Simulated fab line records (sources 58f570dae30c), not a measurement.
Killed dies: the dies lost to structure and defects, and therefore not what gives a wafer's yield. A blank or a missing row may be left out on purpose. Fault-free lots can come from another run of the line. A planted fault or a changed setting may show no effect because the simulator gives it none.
Which tool did it? + flow berkeleyCmos170 + 13 lots with 38 wafers sampled at 3 steps, on a route of 331 steps

== WHAT EACH GAUGE READ, for each wafer ==
UCB170_V1_BOW_MEAS_03. Usual: V1_BOW typically reads 19 um, with standard deviation 6.5.
| lot  | measured     | on           | V1_BOW (um) | flag |
|------|--------------|--------------|-------------|------|
| L814 | day 8 10:01  | filmMetro-04 | 24 11 24    |      |
| L817 | day 9 10:49  | filmMetro-03 | 16 18 19    |      |
| L816 | day 9 14:33  | filmMetro-03 | 20 21 11    |      |
| L819 | day 9 22:22  | filmMetro-02 | 16 11 16    |      |
| L818 | day 10 00:56 | filmMetro-03 | 21 13 20    |      |
| L824 | day 10 22:58 | filmMetro-02 | 14 15 12    |      |
| L825 | day 10 23:15 | filmMetro-02 | 14 23 25    |      |
| L831 | day 12 06:47 | filmMetro-04 | 30 14 33    |      |
| L830 | day 12 08:05 | filmMetro-03 | 21 16       |      |
| L833 | day 12 17:46 | filmMetro-03 | 29 17 21    |      |
| L834 | day 13 09:14 | filmMetro-02 | 13 32 12    |      |
| L835 | day 13 10:31 | filmMetro-03 | 14 28 35    |      |
| L836 | day 14 06:50 | filmMetro-04 | 22 21 23    |      |

UCB170_V1_OVL_MEAS_13. Usual: V1_OVL typically reads 1 nm, with standard deviation 6.9.
| lot  | measured     | on         | V1_OVL (nm) | flag |
|------|--------------|------------|-------------|------|
| L814 | day 8 11:40  | overlay-02 | -5 -3 0     |      |
| L817 | day 9 14:43  | overlay-01 | 2 7 2       |      |
| L816 | day 9 16:46  | overlay-01 | 15 17 3     |      |
| L819 | day 10 00:19 | overlay-02 | 2 3 2       |      |
| L818 | day 10 02:21 | overlay-01 | -8 -2 -10   |      |
| L824 | day 11 00:43 | overlay-02 | 8 3 12      |      |
| L825 | day 11 00:57 | overlay-01 | 6 1 -8      |      |
| L831 | day 12 08:04 | overlay-02 | -8 -11 -9   |      |
| L830 | day 12 09:40 | overlay-01 | 2 2         |      |
| L833 | day 12 19:36 | overlay-01 | 4 3 8       |      |
| L834 | day 13 11:35 | overlay-01 | -3 1 -5     |      |
| L835 | day 13 12:22 | overlay-01 | 9 17 11     |      |
| L836 | day 14 08:11 | overlay-02 | -7 -5 -7    |      |

== WHAT TOOL EACH LOT RAN ON (gives the tool, then ch and the chambers of the sampled wafers, and finally the start) ==
| lot  | UCB170_V1_CMP_02              |
|------|-------------------------------|
| L814 | cmp-02 ch 0,2,3, day 8 09:47  |
| L817 | cmp-01 ch 0,1,3, day 9 10:37  |
| L816 | cmp-01 ch 1,3, day 9 14:14    |
| L819 | cmp-02 ch 1,2,3, day 9 22:02  |
| L818 | cmp-01 ch 0,1,3, day 10 00:37 |
| L824 | cmp-02 ch 1,2,3, day 10 22:39 |
| L825 | cmp-01 ch 1,3, day 10 22:57   |
| L831 | cmp-01 ch 0,1, day 12 06:27   |
| L830 | cmp-01 ch 1,2, day 12 07:53   |
| L833 | cmp-02 ch 0,3, day 12 17:27   |
| L834 | cmp-02 ch 1,2, day 13 08:53   |
| L835 | cmp-02 ch 0,2, day 13 10:13   |
| L836 | cmp-02 ch 0,3, day 14 06:32   |
- UCB170_V1_CMP_02: polishes SiO2.

== AS READ BY THE TOOLS THEMSELVES (means over the sampled wafers that have a number; for cases with no such wafer, the mark the record gives instead) ==
UCB170_V1_CMP_02. Usual: headPressurePsi 6.001 psi, standard deviation 0.014; motorCurrentA 16.3 A, standard deviation 1.6; retainingRingPressureFrac 1.000, standard deviation 0.0054.
| lot  | tool   | headPressurePsi (psi) | motorCurrentA (A) | retainingRingPressureFrac | flag |
|------|--------|-----------------------|-------------------|---------------------------|------|
| L814 | cmp-02 | 6.005                 | 14.9              | 1.000                     |      |
| L817 | cmp-01 | 5.989                 | 16.6              | 1.003                     |      |
| L816 | cmp-01 | 6.013                 | 16.7              | 1.000                     |      |
| L819 | cmp-02 | 6.018                 | 15.7              | 1.000                     |      |
| L818 | cmp-01 | 6.018                 | 16.3              | 1.000                     |      |
| L824 | cmp-02 | 5.994                 | 15.7              | 0.999                     |      |
| L825 | cmp-01 | 6.001                 | 16.5              | 0.998                     |      |
| L831 | cmp-01 | 5.992                 | 16.7              | 1.006                     |      |
| L830 | cmp-01 | 5.994                 | 18.6              | 1.005                     |      |
| L833 | cmp-02 | 5.990                 | 15.6              | 1.003                     |      |
| L834 | cmp-02 | 6.003                 | 16.2              | 1.003                     |      |
| L835 | cmp-02 | 5.992                 | 14.9              | 1.001                     |      |
| L836 | cmp-02 | 5.993                 | 15.4              | 1.001                     |      |

== THE ANSWER, worked out from the rows above alone ==
Rule: take the mean of a lot's wafers that have a number; if it is more than 3 standard deviations from the usual mean, the lot is off. Also off: a lot with no number at a reading for which 4 or more lots have one. Any other lot the step has rows for is counted as sound. First the gauges in route order, then the tools' own readings, where a lot's mean is used as printed above. At the first step where some lot is off, the reading lying furthest off is the one used; lots without a number count as furthest.
Across all readings shown, no lot is off: no conclusion can be drawn from this.

== WHAT HAD BEEN PUT IN BY THE SIMULATOR ==
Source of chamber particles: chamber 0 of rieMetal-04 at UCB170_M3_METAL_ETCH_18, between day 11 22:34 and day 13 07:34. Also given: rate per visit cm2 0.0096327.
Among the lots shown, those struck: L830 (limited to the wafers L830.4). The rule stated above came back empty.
